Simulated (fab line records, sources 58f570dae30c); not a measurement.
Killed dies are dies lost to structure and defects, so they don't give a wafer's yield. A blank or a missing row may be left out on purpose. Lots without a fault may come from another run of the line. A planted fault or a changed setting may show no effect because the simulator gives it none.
A struck lot beside a sound one | flow berkeley_cmos170 | 19 steps out of a route of 331
Sound: wafers L369.2, L369.3, L369.5. Struck: wafers L367.2, L367.5, L367.6. The cause comes at the end.
At each step with rows: each side's tool, then ch and its chambers, then its first start. Under that, the readings that differ: sound wafers | struck wafers | difference of the means | sigmas: that difference in standard deviations of wafers without a fault.
alike: readings whose means differ by less than 2 such deviations, and words and numbers that are the same on both sides. not compared: withheld readings, readings that some wafer has no value for, bounds like >300 that may hide the same value, and numbers for which the record gives no deviation and whose values overlap.
The two part at a step that has a row with sigmas, a row that says differs or no value, or rows on one side only. Numbers that don't overlap but have no deviation are shown without sigmas and don't part them. A reading that every wafer of one side lacks parts them only if that side has two wafers or more.

first, 3 steps without rows for these wafers: UCB170_PSD_EXPOSE_03 (exposes mask PSELECT MOD, target cd 1200 nm); UCB170_PSD_PEB_04; UCB170_PSD_DEVELOP_05 (develop time 45 s).
UCB170_PSD_CD_MEAS_06: target cd 1200 nm.
  sound on cd_sem-01, day 10 15:31; struck on cd_sem-01, day 10 03:03
  alike: cd_nm
UCB170_PSD_OVL_MEAS_07:
  sound on overlay-01, day 10 15:37; struck on overlay-01, day 10 03:10
  reading      | sound     | struck  | difference | sigmas
  PSD_OVL (nm) | -13 -8 -8 | 12 1 10 | +17        | +2
then, 1 step without rows for these wafers: UCB170_PSD_IMPLANT_08.
UCB170_PSD_STRIP_09: strips in O2.
  sound on plasma_asher-02 ch 0,1, day 10 15:47; struck on plasma_asher-02 ch 0,1, day 10 03:20
  alike: drypump_motor_current_A, oes_product_au, strip_time_to_endpoint_s
  not compared: rf_hours_counter_h
UCB170_PSD_TW_MEAS_10:
  sound on film_metro-02, day 10 15:54; struck on film_metro-02, day 10 03:27
  alike: PSD_TW
then, 4 steps without rows for these wafers: UCB170_PSD_CLEAN_11 (cleans in SPM, time 600 s); UCB170_NSD_HMDS_00 (prime time 60 s); UCB170_NSD_COAT_01 (resist thk 900 nm); UCB170_NSD_SOFTBAKE_02 (time 60 s).
UCB170_NSD_EXPOSE_03: exposes mask NSELECT MOD, target cd 1200 nm.
  sound on krf_scanner-01 ch 0, day 10 17:13; struck on krf_scanner-02 ch 0, day 10 04:54
  reading                     | sound                | struck               | difference | sigmas
  model.NSD.overlay_x_nm (nm) | -2.131 -2.131 -2.131 | -160.8 -160.8 -160.8 | -158.7     |
  alike: mask
then, 2 steps without rows for these wafers: UCB170_NSD_PEB_04; UCB170_NSD_DEVELOP_05 (develop time 45 s).
UCB170_NSD_CD_MEAS_06: target cd 1200 nm.
  sound on cd_sem-01, day 10 17:38; struck on cd_sem-01, day 10 05:26
  alike: cd_nm
UCB170_NSD_OVL_MEAS_07:
  sound on overlay-01, day 10 17:45; struck on overlay-01, day 10 05:32
  reading      | sound   | struck         | difference | sigmas
  NSD_OVL (nm) | -4 -6 1 | -156 -161 -160 | -156       | -24
then, 1 step without rows for these wafers: UCB170_NSD_IMPLANT_08.
UCB170_M3_PROBE_99:
  the record has rows for the struck wafers here (prober-02, day 11 08:56) and none for the sound ones

WHERE THEY PART
First at UCB170_PSD_OVL_MEAS_07; last, within this record, at UCB170_M3_PROBE_99.

WHY: what the simulator had put in
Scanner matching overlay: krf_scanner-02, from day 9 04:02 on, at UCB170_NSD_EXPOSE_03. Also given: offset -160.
